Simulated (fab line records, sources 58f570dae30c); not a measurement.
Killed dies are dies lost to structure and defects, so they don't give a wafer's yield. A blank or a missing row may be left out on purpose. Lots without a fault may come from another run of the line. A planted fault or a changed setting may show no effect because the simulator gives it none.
Tool commonality check | flow berkeley_cmos170 | 14 lots, 42 wafers sampled

WHY IT WAS OPENED
At UCB170_GATE_THK_MEAS_05 the reading GATE_POLY_THK is flagged on 2 of 14 lots. Wafers without a fault read 212.9 nm, standard deviation 2.1.
Rule: a lot is flagged when every wafer of it that has a number lies more than 4 standard deviations from that mean, or none has a number. The other lots count as sound.

lot  | measured     | on            | GATE_POLY_THK (nm), wafer by wafer | flag
L586 | day 7 09:11  | film_metro-02 | 214.3 213.3 212.4                  |
L585 | day 7 09:12  | film_metro-03 | 210.0 208.2 209.1                  |
L587 | day 7 09:12  | film_metro-01 | 214.0 213.3 213.4                  |
L588 | day 7 22:41  | film_metro-03 | 209.7 210.9 210.2                  |
L589 | day 7 22:43  | film_metro-01 | 212.8 213.8 212.9                  |
L590 | day 8 09:33  | film_metro-02 | 215.4 215.5 213.9                  |
L592 | day 8 09:33  | film_metro-03 | 214.0 216.4 214.5                  |
L591 | day 8 09:34  | film_metro-01 | 216.4 216.0 217.8                  |
L594 | day 8 19:05  | film_metro-01 | 213.8 214.2 214.8                  |
L593 | day 8 19:05  | film_metro-02 | 211.9 213.4 211.3                  |
L595 | day 9 09:27  | film_metro-02 | 194.1 193.2 193.0                  | FLAGGED
L596 | day 9 09:28  | film_metro-03 | 195.9 196.3 196.2                  | FLAGGED
L600 | day 10 08:14 | film_metro-02 | 214.9 211.2 211.4                  |
L602 | day 10 08:17 | film_metro-01 | 215.3 216.1 215.7                  |
The numbers of the flagged lots are 194.8 nm on average: -18.1 nm against the usual, or -9 standard deviations.

WHICH TOOL RAN EACH LOT
The record holds 1 process step before the reading, out of a route of 331 steps. In each cell: the tool, then ch and the chambers that the sampled wafers went through, then the start.
lot  | flag    | UCB170_GATE_CVD_04
L586 |         | lpcvd-02 ch 0, day 7 07:47
L585 |         | lpcvd-02 ch 1, day 7 07:47
L587 |         | lpcvd-02 ch 0, day 7 07:47
L588 |         | lpcvd-02 ch 0, day 7 21:17
L589 |         | lpcvd-02 ch 1, day 7 21:17
L590 |         | lpcvd-01 ch 0, day 8 08:08
L592 |         | lpcvd-01 ch 0, day 8 08:08
L591 |         | lpcvd-01 ch 1, day 8 08:08
L594 |         | lpcvd-02 ch 1, day 8 17:40
L593 |         | lpcvd-02 ch 0, day 8 17:40
L595 | FLAGGED | lpcvd-02 ch 0, day 9 08:03
L596 | FLAGGED | lpcvd-02 ch 0, day 9 08:03
L600 |         | lpcvd-01 ch 1, day 10 06:49
L602 |         | lpcvd-01 ch 1, day 10 06:49
What these steps do:
- UCB170_GATE_CVD_04: deposits poly-Si from SiH4, time 1440 s, target thk 214 nm.
- UCB170_GATE_THK_MEAS_05

FLAGGED OVER TOTAL, TOOL BY TOOL (the gauges that took the reading come last)
step                    | tool          | lots run | flagged | share of the flagged lots | sound lots run after its first flagged lot
UCB170_GATE_CVD_04      | lpcvd-01      | 5        | 0       | none                      | -
UCB170_GATE_CVD_04      | lpcvd-02      | 9        | 2       | all                       | 0
UCB170_GATE_THK_MEAS_05 | film_metro-01 | 5        | 0       | none                      | -
UCB170_GATE_THK_MEAS_05 | film_metro-02 | 5        | 1       | some                      | 1 (L600)
UCB170_GATE_THK_MEAS_05 | film_metro-03 | 4        | 1       | some                      | 0

WHAT THE TABLE ALLOWS
1 row of the table ran every flagged lot: lpcvd-02 at UCB170_GATE_CVD_04.
- lpcvd-02 at UCB170_GATE_CVD_04: 2 of its 9 lots flagged. Its last sound lot is L593 (day 8 17:40), its first flagged lot L595 (day 9 08:03): a fault that began between those two fits.
One tool is left: lpcvd-02 at UCB170_GATE_CVD_04.

WHAT THE SIMULATOR HAD PUT IN
Process parameter drift: lpcvd-02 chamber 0, from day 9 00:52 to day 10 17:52, at UCB170_GATE_CVD_04. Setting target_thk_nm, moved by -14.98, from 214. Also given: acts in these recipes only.
Lots struck among those shown: L595, L596. The rule above found the same.
